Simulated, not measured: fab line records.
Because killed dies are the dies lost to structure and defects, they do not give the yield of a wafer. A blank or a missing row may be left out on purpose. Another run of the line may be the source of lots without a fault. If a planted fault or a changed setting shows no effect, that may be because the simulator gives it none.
fab line records -- flow rit_cmos
record lots=6, wafers=18, last_day=7
route steps=202 shown ACTIVE@2 FOX1@20 FOX2@23
lots untouched by any fault: they come from a run of this same line in which no faults occurred
start_h: the number of hours between the record's first day and the start of the first shown wafer of the lot -- wait_h: time in hours since the lot's previous step -- " unchanged from the row above -- L1.1+2: a row that stands for several wafers -- - no value, or no start was given -- * or withheld: withheld -- < > ~ a bound
route shown NAME@n: names a module that has steps shown in the file, with the first one's number in the route -- usual: mean and standard deviation over wafers with no fault -- same: alike in all rows -- chamber/n: place in a boat -- sites: the reading at each site -- _std_site: the standard deviation of these -- _edge_site: inner sites' mean taken away from outer sites' mean -- radius_mm: for every site, how far away it sits from the centre of the wafer -- mask NAME#n: copy n -- behind: the most recent tool/chamber to have shaped the wafer -- hold: what put the lot on hold/how long, in hours/how the hold closed -- device: the transistor (n, p or np) that didn't switch -- end of line: the tests these same wafers got at the end of their route -- a step given without rows: its recipe and nothing more -- killed: at the first sort, the dies lost to defects and structure; wafer yield is something else -- map: per-die view of a wafer (x killed, . not killed, _ where there is no die)
set.NAME: the setting the step ran with; set.NAME@STEP: the setting that earlier step ran with -- model.NAME: the simulator's own value behind a step, which no gauge read
a table for each step, a row for each wafer; lots at some steps of the route
services: from which hour (start_h, from the record's first day; less than 0 if before it) a tool's chamber was out of use, for how many hours, and why
## steps
# step RIT_ACTIVE_OXIDATION_01
# recipe temp_c=1000, ambient=O2, target_thk_a=468, ox_time_s=3360
# step RIT_ACTIVE_THK_MEAS_02
# recipe reads=SiO2_of_ACTIVE_OXIDATION_01
# usual ACTIVE_OXIDE_THK=46.8/0.83
lot.wafer,tool,chamber,start_h,wait_h,ACTIVE_OXIDE_THK[nm]
L531.2,film_metro-04,-,22.06,0.0,45.5
L531.3,film_metro-04,-,22.06,0.0,46.2
L531.4,film_metro-04,-,22.06,0.0,46.7
L532.2,film_metro-04,-,27.06,0.0,47.4
L532.5,film_metro-04,-,27.06,0.0,46.7
L532.6,film_metro-04,-,27.06,0.0,46.5
L537.1,film_metro-02,-,52.05,0.0,47.4
L537.2,film_metro-02,-,52.05,0.0,47.2
L537.5,film_metro-02,-,52.05,0.0,46.5
L543.1,film_metro-01,-,82.17,0.0,46.2
L543.2,film_metro-01,-,82.17,0.0,46.2
L543.3,film_metro-01,-,82.17,0.0,46.2
L551.1,film_metro-01,-,122.48,0.0,46.4
L551.2,film_metro-01,-,122.48,0.0,46.1
L551.3,film_metro-01,-,122.48,0.0,46.4
L552.1,film_metro-01,-,127.22,0.0,47.6
L552.4,film_metro-01,-,127.22,0.0,47.5
L552.5,film_metro-01,-,127.22,0.0,48.0
# step RIT_ACTIVE_CVD_03
# recipe material=Si3N4, target_thk_nm=150, temp_c=810, precursor=SiH2Cl2/NH3, time_s=1500, pressure_mtorr=300, sih2cl2_flow_sccm=60, nh3_flow_sccm=150
# step RIT_ACTIVE_THK_MEAS_04
# recipe reads=Si3N4_of_ACTIVE_CVD_03
# usual ACTIVE_NITRIDE_THK=150.0/1.4
lot.wafer,tool,chamber,start_h,wait_h,ACTIVE_NITRIDE_THK[nm]
L531.2,film_metro-01,-,23.54,0.0,149.0
L531.3,film_metro-01,-,23.54,0.0,149.6
L531.4,film_metro-01,-,23.54,0.0,150.2
L532.2,film_metro-01,-,28.54,0.0,152.6
L532.5,film_metro-01,-,28.54,0.0,151.9
L532.6,film_metro-01,-,28.54,0.0,151.7
L537.1,film_metro-02,-,54.11,0.0,151.1
L537.2,film_metro-02,-,54.11,0.0,149.2
L537.5,film_metro-02,-,54.11,0.0,150.4
L543.1,film_metro-04,-,83.65,0.0,150.0
L543.2,film_metro-04,-,83.65,0.0,149.4
L543.3,film_metro-04,-,83.65,0.0,149.9
L551.1,film_metro-02,-,125.15,0.0,149.4
L551.2,film_metro-02,-,125.15,0.0,148.9
L551.3,film_metro-02,-,125.15,0.0,149.3
L552.1,film_metro-01,-,128.70,0.0,150.0
L552.4,film_metro-01,-,128.70,0.0,150.5
L552.5,film_metro-01,-,128.70,0.0,149.5
# step RIT_ACTIVE_HMDS_05
# recipe prime_time_s=60, prime_temp_c=140
# step RIT_ACTIVE_COAT_06
# recipe resist=NOVOLAK, spin_rpm=3250, resist_thk_nm=1000
# step RIT_ACTIVE_SOFTBAKE_07
# recipe resist=NOVOLAK, temp_c=90, time_s=60
# step RIT_ACTIVE_EXPOSE_08
# recipe mask_id=M1, na=0.6, source_shape=conventional, sigma_outer=0.6, target_cd_nm=1400, dose_mj=225
# step RIT_ACTIVE_PEB_09
# recipe resist=NOVOLAK, temp_c=withheld, time_s=withheld
# step RIT_ACTIVE_DEVELOP_10
# recipe resist=NOVOLAK, develop_time_s=50, dev_temp_c=23
# step RIT_ACTIVE_CD_MEAS_11
# recipe target_cd_nm=1400
# usual cd_nm=1400.7/2.3
lot.wafer,tool,chamber,start_h,wait_h,cd_nm
L531.2,cd_sem-01,-,24.58,-,1404.2
L531.3,cd_sem-01,-,24.58,-,1404.4
L531.4,cd_sem-01,-,24.58,-,1406.2
L532.2,cd_sem-02,-,29.58,-,1400.2
L532.5,cd_sem-02,-,29.58,-,1401.7
L532.6,cd_sem-02,-,29.58,-,1399.6
L537.1,cd_sem-02,-,55.02,-,1403.4
L537.2,cd_sem-02,-,55.02,-,1405.1
L537.5,cd_sem-02,-,55.02,-,1405.3
L543.1,cd_sem-02,-,84.68,-,1400.6
L543.2,cd_sem-02,-,84.68,-,1400.5
L543.3,cd_sem-02,-,84.68,-,1401.0
L551.1,cd_sem-02,-,126.06,-,1402.2
L551.2,cd_sem-02,-,126.06,-,1398.8
L551.3,cd_sem-02,-,126.06,-,1400.3
L552.1,cd_sem-01,-,129.74,-,1403.1
L552.4,cd_sem-01,-,129.74,-,1400.9
L552.5,cd_sem-01,-,129.74,-,1401.1
# step RIT_ACTIVE_HARDBAKE_12
# recipe resist=NOVOLAK, temp_c=140, time_s=60
# step RIT_ACTIVE_ETCH_13
# recipe stop_on=SiO2, chemistry=SF6, target=Si3N4, time_s=210, over_etch_frac=0.4, SF6_flow_sccm=200, pressure_mtorr=260, rf_w=125, target_depth_a=2100
# usual SF6_flow_sccm=199.9/0.67, drypump_motor_current_A=5.9/0.46, oes_product_au=0.824/0.013, throttle_valve_pct=7.47/0.12
lot.wafer,tool,chamber,start_h,wait_h,SF6_flow_sccm,drypump_motor_current_A,oes_product_au,rf_hours_counter_h,throttle_valve_pct,model.NOVOLAK_of_ACTIVE_COAT_06.thk_nm,model.SiO2_of_ACTIVE_OXIDATION_01.thk_nm,model.ACTIVE.feature_depth_nm
L531.2,rie_diel-02,3,24.83,0.1,199.2,5.2,0.816,7,7.36,641.2,43.53,151
L531.3,rie_diel-02,0,24.83,0.1,199.3,5.8,0.813,88,7.34,646.1,44.65,151.3
L531.4,rie_diel-02,1,24.83,0.1,200.5,5.7,0.816,85,7.60,654.8,45.46,151.3
L532.2,rie_diel-01,2,29.83,0.1,199.9,6.3,0.845,155,7.32,653.9,47.36,152.6
L532.5,rie_diel-01,0,29.83,0.1,200.6,6.2,0.826,-,7.61,651.5,46.76,151.8
L532.6,rie_diel-01,3,29.83,0.1,200.7,6.7,0.843,-,7.40,658.5,46.54,151.8
L537.1,rie_diel-01,3,55.29,0.1,199.5,6.7,0.833,79,7.40,576.8,22.77,175.8
L537.2,rie_diel-01,2,55.29,0.1,201.0,6.3,0.832,156,7.34,564.9,0,196.4
L537.5,rie_diel-01,0,55.29,0.1,200.2,6.2,0.820,-,7.61,565.5,0,196.9
L543.1,rie_diel-01,2,84.95,0.1,199.6,6.3,0.841,157,7.34,568.2,0,196.3
L543.2,rie_diel-01,3,84.95,0.1,201.8,6.7,0.839,79,7.39,573.5,21.26,174.2
L543.3,rie_diel-01,0,84.95,0.1,200.5,6.2,0.818,143,7.60,567.4,0,196.1
L551.1,rie_diel-04,2,126.33,0.1,200.3,5.7,0.839,115,7.41,646,43.35,152.5
L551.2,rie_diel-04,3,126.33,0.1,200.0,5.2,0.806,49,7.39,664.5,46.06,149
L551.3,rie_diel-04,0,126.33,0.1,199.9,6.0,0.828,2,7.72,669.1,46.38,149.2
L552.1,rie_diel-04,1,130.01,0.1,200.4,6.5,0.831,0,7.37,650.9,47.6,150
L552.4,rie_diel-04,2,130.01,0.1,199.5,5.7,0.854,115,7.40,640.4,44.42,153.6
L552.5,rie_diel-04,2,130.01,0.1,199.7,5.7,0.844,-,7.40,639.8,44.9,152.6
# step RIT_ACTIVE_STRIP_14
# recipe chemistry=O2, time_s=180, resist=NOVOLAK, platen_temp_c=withheld, power_w=500, pressure_mtorr=4000, o2_flow_sccm=4000
# usual drypump_motor_current_A=5.7/0.46
lot.wafer,tool,chamber,start_h,wait_h,drypump_motor_current_A,rf_hours_counter_h
L531.2,plasma_asher-02,1,24.97,0.1,5.3,41
L531.3,plasma_asher-02,0,24.97,0.1,6.2,-
L531.4,plasma_asher-02,1,24.97,0.1,5.3,-
L532.2,plasma_asher-02,1,29.97,0.1,5.2,41
L532.5,plasma_asher-02,0,29.97,0.1,6.2,-
L532.6,plasma_asher-02,1,29.97,0.1,5.2,-
L537.1,plasma_asher-01,0,55.42,0.1,6.1,44
L537.2,plasma_asher-01,1,55.42,0.1,5.1,44
L537.5,plasma_asher-01,0,55.42,0.1,6.1,-
L543.1,plasma_asher-02,1,85.08,0.1,5.2,47
L543.2,plasma_asher-02,0,85.08,0.1,6.2,47
L543.3,plasma_asher-02,1,85.08,0.1,5.3,-
L551.1,plasma_asher-01,1,126.47,0.1,5.1,52
L551.2,plasma_asher-01,0,126.47,0.1,6.1,52
L551.3,plasma_asher-01,0,126.47,0.1,6.1,-
L552.1,plasma_asher-01,1,130.14,0.1,5.1,53
L552.4,plasma_asher-01,0,130.14,0.1,6.1,-
L552.5,plasma_asher-01,0,130.14,0.1,6.1,-
# step RIT_ACTIVE_CD_MEAS_90
# recipe target_cd_nm=1400
# usual cd_nm=1400.7/2.3
lot.wafer,tool,chamber,start_h,wait_h,cd_nm
L531.2,cd_sem-01,-,25.16,0.1,1404.2
L531.3,cd_sem-01,-,25.16,0.1,1404.5
L531.4,cd_sem-01,-,25.16,0.1,1406.9
L532.2,cd_sem-02,-,30.16,0.1,1400.5
L532.5,cd_sem-02,-,30.16,0.1,1401.5
L532.6,cd_sem-02,-,30.16,0.1,1399.4
L537.1,cd_sem-01,-,55.60,0.1,1403.1
L537.2,cd_sem-01,-,55.60,0.1,1404.5
L537.5,cd_sem-01,-,55.60,0.1,1404.9
L543.1,cd_sem-01,-,85.26,0.1,1400.1
L543.2,cd_sem-01,-,85.26,0.1,1399.7
L543.3,cd_sem-01,-,85.26,0.1,1400.4
L551.1,cd_sem-02,-,126.64,0.1,1401.6
L551.2,cd_sem-02,-,126.64,0.1,1399.0
L551.3,cd_sem-02,-,126.64,0.1,1400.8
L552.1,cd_sem-01,-,130.31,0.1,1403.2
L552.4,cd_sem-01,-,130.31,0.1,1400.3
L552.5,cd_sem-01,-,130.31,0.1,1400.5
# step RIT_ACTIVE_CLEAN_15
# recipe chemistry=SC1, mix=3:3:50, time_s=600, temp_c=75
# step RIT_ACTIVE_CLEAN_16
# recipe chemistry=dHF, dilution=50:1, time_s=30
# step RIT_ACTIVE_CLEAN_17
# recipe chemistry=SC2, mix=3:3:50, time_s=600, temp_c=75, dry=n2_spin
# step RIT_FOX1_OXIDATION_00
# recipe temp_c=1100, ambient=H2O, target_thk_a=3507, p_h2o_torr=720, ox_time_s=1130
# step RIT_FOX1_THK_MEAS_01
# recipe reads=SiO2_of_FOX1_OXIDATION_00
# usual FOX1_OXIDE_THK=347/7.1
lot.wafer,tool,chamber,start_h,wait_h,FOX1_OXIDE_THK[nm]
L531.2,film_metro-03,-,27.83,0.0,353
L531.3,film_metro-03,-,27.83,0.0,352
L531.4,film_metro-03,-,27.83,0.0,355
L532.2,film_metro-03,-,33.32,0.0,338
L532.5,film_metro-03,-,33.32,0.0,337
L532.6,film_metro-03,-,33.32,0.0,332
L537.1,film_metro-03,-,58.88,0.0,359
L543.2,film_metro-01,-,87.69,0.0,346
L551.1,film_metro-02,-,128.91,0.0,356
L551.2,film_metro-02,-,128.91,0.0,357
L551.3,film_metro-02,-,128.91,0.0,355
L552.1,film_metro-03,-,133.51,0.0,348
L552.4,film_metro-03,-,133.51,0.0,352
L552.5,film_metro-03,-,133.51,0.0,352
# step RIT_FOX1_WET_ETCH_02
# recipe chemistry=BOE, target_depth_nm=350, time_s=390, temp_c=21.5, dry=n2_spin, dilution=10:1, target=SiO2
# step RIT_FOX2_OXIDATION_00
# recipe temp_c=1100, ambient=H2O, target_thk_a=3507, p_h2o_torr=720, ox_time_s=1130
# step RIT_FOX2_THK_MEAS_01
# recipe reads=SiO2_of_FOX2_OXIDATION_00
# usual FOX2_OXIDE_THK=349/7.8
lot.wafer,tool,chamber,start_h,wait_h,FOX2_OXIDE_THK[nm]
L531.2,film_metro-04,-,29.32,0.0,353
L531.3,film_metro-04,-,29.32,0.0,349
L531.4,film_metro-04,-,29.32,0.0,350
L532.2,film_metro-02,-,34.81,0.0,360
L532.5,film_metro-02,-,34.81,0.0,356
L532.6,film_metro-02,-,34.81,0.0,354
L537.1,film_metro-03,-,60.53,0.0,349
L543.2,film_metro-02,-,89.18,0.0,349
L551.1,film_metro-03,-,130.42,0.0,351
L551.2,film_metro-03,-,130.42,0.0,344
L551.3,film_metro-03,-,130.42,0.0,357
L552.1,film_metro-03,-,135.03,0.0,351
L552.4,film_metro-03,-,135.03,0.0,348
L552.5,film_metro-03,-,135.03,0.0,347
# step RIT_FOX2_CLEAN_02
# recipe chemistry=dHF, dilution=50:1, time_s=180
# step RIT_FOX2_WET_ETCH_03
# recipe chemistry=H3PO4, target=Si3N4, target_depth_nm=195, temp_c=165, time_s=2700
lot.wafer,tool,chamber,start_h,wait_h,model.SiO2_of_ACTIVE_OXIDATION_01.thk_nm
L531.2,wet_bench-03,0,29.43,0.0,38.58
L531.3,wet_bench-03,0,29.43,0.0,39.6
L531.4,wet_bench-03,0,29.43,0.0,40.29
L532.2,wet_bench-01,2,34.92,0.0,42.16
L532.5,wet_bench-01,2,34.92,0.0,41.62
L532.6,wet_bench-01,2,34.92,0.0,41.44
L537.1,wet_bench-01,1,60.71,0.0,20.24
L543.2,wet_bench-01,2,89.29,0.0,18.92
L551.1,wet_bench-04,1,130.55,0.0,38.47
L551.2,wet_bench-04,1,130.55,0.0,40.89
L551.3,wet_bench-04,1,130.55,0.0,41.18
L552.1,wet_bench-01,1,135.16,0.0,42.45
L552.4,wet_bench-01,1,135.16,0.0,39.6
L552.5,wet_bench-01,1,135.16,0.0,40.03
# step RIT_FOX2_THK_MEAS_90
# recipe reads=SiO2_of_FOX2_OXIDATION_00
# usual FIELD_OXIDE_LEFT_1_THK=322/7.9
lot.wafer,tool,chamber,start_h,wait_h,FIELD_OXIDE_LEFT_1_THK[nm]
L531.2,film_metro-03,-,30.96,0.0,325
L531.3,film_metro-03,-,30.96,0.0,321
L531.4,film_metro-03,-,30.96,0.0,322
L532.2,film_metro-02,-,36.58,0.0,333
L532.5,film_metro-02,-,36.58,0.0,329
L532.6,film_metro-02,-,36.58,0.0,326
L537.1,film_metro-03,-,61.47,0.0,322
L543.2,film_metro-02,-,90.06,0.0,322
L551.1,film_metro-03,-,131.45,0.0,323
L551.2,film_metro-03,-,131.45,0.0,317
L551.3,film_metro-03,-,131.45,0.0,331
L552.1,film_metro-03,-,136.67,0.0,323
L552.4,film_metro-03,-,136.67,0.0,321
L552.5,film_metro-03,-,136.67,0.0,320
## services
tool,chamber,start_h,hours,kind
rie_diel-04,0,4.76,10.6,repair
wet_bench-01,-,20.44,3.0,repair
rie_diel-02,-,26.24,2.8,pm
rie_diel-02,3,34.64,1.4,repair
rie_diel-04,3,64.28,8.8,repair
rie_diel-04,3,74.23,2.4,repair
rie_diel-02,1,77.01,33.7,repair
rie_diel-04,1,101.29,-,clean
rie_diel-04,1,101.29,23.8,scheduled_down
rie_diel-04,1,101.29,23.8,vent_cycle
rie_diel-02,0,105.67,10.8,repair
plasma_asher-02,-,108.75,9.0,pm
plasma_asher-02,0,108.75,9.0,vent_cycle
plasma_asher-02,1,108.75,9.0,vent_cycle
rie_diel-04,-,111.26,14.6,pm
wet_bench-04,-,112.44,2.1,repair
rie_diel-01,2,117.40,-,clean
rie_diel-01,2,117.40,20.2,scheduled_down
rie_diel-01,2,117.40,20.2,vent_cycle
plasma_asher-02,0,117.75,-,clean
plasma_asher-02,1,117.75,-,clean
rie_diel-02,1,122.31,3.4,repair
## key
first_sign none at tools or gauges
model_effect step=RIT_ACTIVE_ETCH_13, value=NOVOLAK_of_ACTIVE_COAT_06.thk_nm, without=658.3, struck=569.4
model_effect step=RIT_FOX2_WET_ETCH_03, value=SiO2_of_ACTIVE_OXIDATION_01.thk_nm, without=41.63, struck=19.58
met_at RIT_ACTIVE_ETCH_13
struck_wafers L537.1,L537.2,L537.5,L543.1,L543.2,L543.3
later_rows_left_out L537.2,L537.5,L543.1,L543.3
sort_left_out L537.1,L537.2,L537.5,L543.1,L543.2,L543.3
tester_left_out L537,L543
onset_between 29.83 55.29
fault kind=process_parameter_drift, tool=rie_diel-01, chamber=-, onset_h=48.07, steps=RIT_ACTIVE_ETCH_13, channel=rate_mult, offset=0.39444, shape=step, end_h=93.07
# tester_left_out: of these lots the tester's yield and bins aren't shown, on N5 and GAA mostly nor the transistor test; their killed dies are dies lost to structure and defects alone, not to doping, threshold or leakage, so they don't give the yield
# sort_left_out: the simulated sort isn't trusted on such a fault, so these wafers' sort isn't shown, and their yield isn't known
# later_rows_left_out: the simulator's readings of these wafers behind a module that went badly wrong aren't trusted and aren't shown, but for the sort
